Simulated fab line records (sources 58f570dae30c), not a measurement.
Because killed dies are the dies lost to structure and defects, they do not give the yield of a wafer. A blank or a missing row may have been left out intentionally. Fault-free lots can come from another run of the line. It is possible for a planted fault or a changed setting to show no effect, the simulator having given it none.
Struck lot and sound lot, side by side ; flow berkeleyCmos170 ; 17 steps out of a route of 331
Sound: wafers L377.1, L377.3, L377.5. The struck wafers were L397.3, L397.5, L397.6. The cause is given at the end.
For every step that has rows: the tool of each side, followed by ch and its chambers, followed by its first start. Under that, the readings that differ: sound wafers ; struck wafers ; difference of the means ; sigmas: that difference in standard deviations of wafers without a fault.
alike: readings with means less than 2 such deviations apart, plus words and numbers identical on both sides. not compared: withheld readings, readings lacking a value on some wafer, bounds such as >300 that could conceal the same value, and numbers that have no deviation in the record and whose values overlap.
The two part at a step that has a row with sigmas, a row that says differs or no value, or rows on one side only. Non-overlapping numbers with no deviation appear without sigmas and do not part them. Lack of a reading on every wafer of one side parts them only where that side has two or more wafers.

first, 5 steps without rows for these wafers: UCB170_NLDD_COAT_01 (resist thk 900 nm); UCB170_NLDD_SOFTBAKE_02 (time 60 s); UCB170_NLDD_EXPOSE_03 (exposes mask NSELECT, target cd 1200 nm); UCB170_NLDD_PEB_04; UCB170_NLDD_DEVELOP_05 (develop time 45 s).
UCB170_NLDD_CD_MEAS_06: target cd 1200 nm.
  sound on cdSem-01 at day 7 07:04; struck on cdSem-01 at day 11 04:37
  alike: cdNm
UCB170_NLDD_OVL_MEAS_07:
  sound on overlay-02 at day 7 07:11; struck on overlay-01 at day 11 04:43
  alike: NLDD_OVL
then, 2 steps without rows for these wafers: UCB170_NLDD_IMPLANT_08; UCB170_NLDD_IMPLANT_09.
UCB170_NLDD_STRIP_10: strips in O2.
  sound on plasmaAsher-01 ch 1, day 7 07:31; struck on plasmaAsher-02 ch 0,1, day 11 05:04
  alike: drypumpMotorCurrentA, oesProductAu, stripTimeToEndpointS
  not compared: rfHoursCounterH
UCB170_NLDD_TW_MEAS_11:
  sound on filmMetro-04 at day 7 07:37; struck on filmMetro-03 at day 11 05:09
  alike: NLDD_TW
then, 1 step without rows for these wafers: UCB170_NLDD_CLEAN_12 (cleans in SPM, time 600 s).
UCB170_SPACER_CVD_00: deposits SiO2 from TEOS/O2, target thk 376 nm, time 47 s.
  sound on pecvd-03 ch 0,2, day 7 07:53; struck on pecvd-02 ch 0,1, day 11 05:40
reading;sound;struck;difference;sigmas
heaterPowerW (W);246 221 164;399 394 246;+136;+3
model.SiO2_of_SPACER_CVD_00.thkNm (nm);368.2 372.8 372.4;420.9 425.4 417;+50.0;
  alike: susceptorTempC
UCB170_SPACER_THK_MEAS_01:
  sound on filmMetro-02 at day 7 07:55; struck on filmMetro-03 at day 11 05:44
reading;sound;struck;difference;sigmas
SPACER_TEOS_THK (nm);368 373 372;421 426 417;+50;+11
then, 1 step without rows for these wafers: UCB170_SPACER_ANNEAL_02 (time 1800 s).
UCB170_SPACER_ETCHBACK_03: etches SiO2 in CHF3/CF4/Ar, stops on Si, target depth 376 nm, time 100 s.
  sound on rieDiel-03 ch 0,1, day 7 11:17; struck on rieDiel-02 ch 0,1,2, day 11 12:38
reading;sound;struck;difference;sigmas
oesProductAu (a.u.);0.857 0.909 0.865;0.996 1.000 0.965;+0.110;+5
model.etch.depthNm (nm);368.2 372.8 372.4;420.9 425.4 417;+50.0;
  alike: drypumpMotorCurrentA, mfcArSccm, throttleValvePct
  not compared: rfHoursCounterH
then, 1 step without rows for these wafers: UCB170_PSD_HMDS_00 (prime time 60 s).

## WHERE THEY PART
Earliest at UCB170_SPACER_CVD_00; latest, in this record, at UCB170_SPACER_ETCHBACK_03.

WHY: whatever the simulator had introduced
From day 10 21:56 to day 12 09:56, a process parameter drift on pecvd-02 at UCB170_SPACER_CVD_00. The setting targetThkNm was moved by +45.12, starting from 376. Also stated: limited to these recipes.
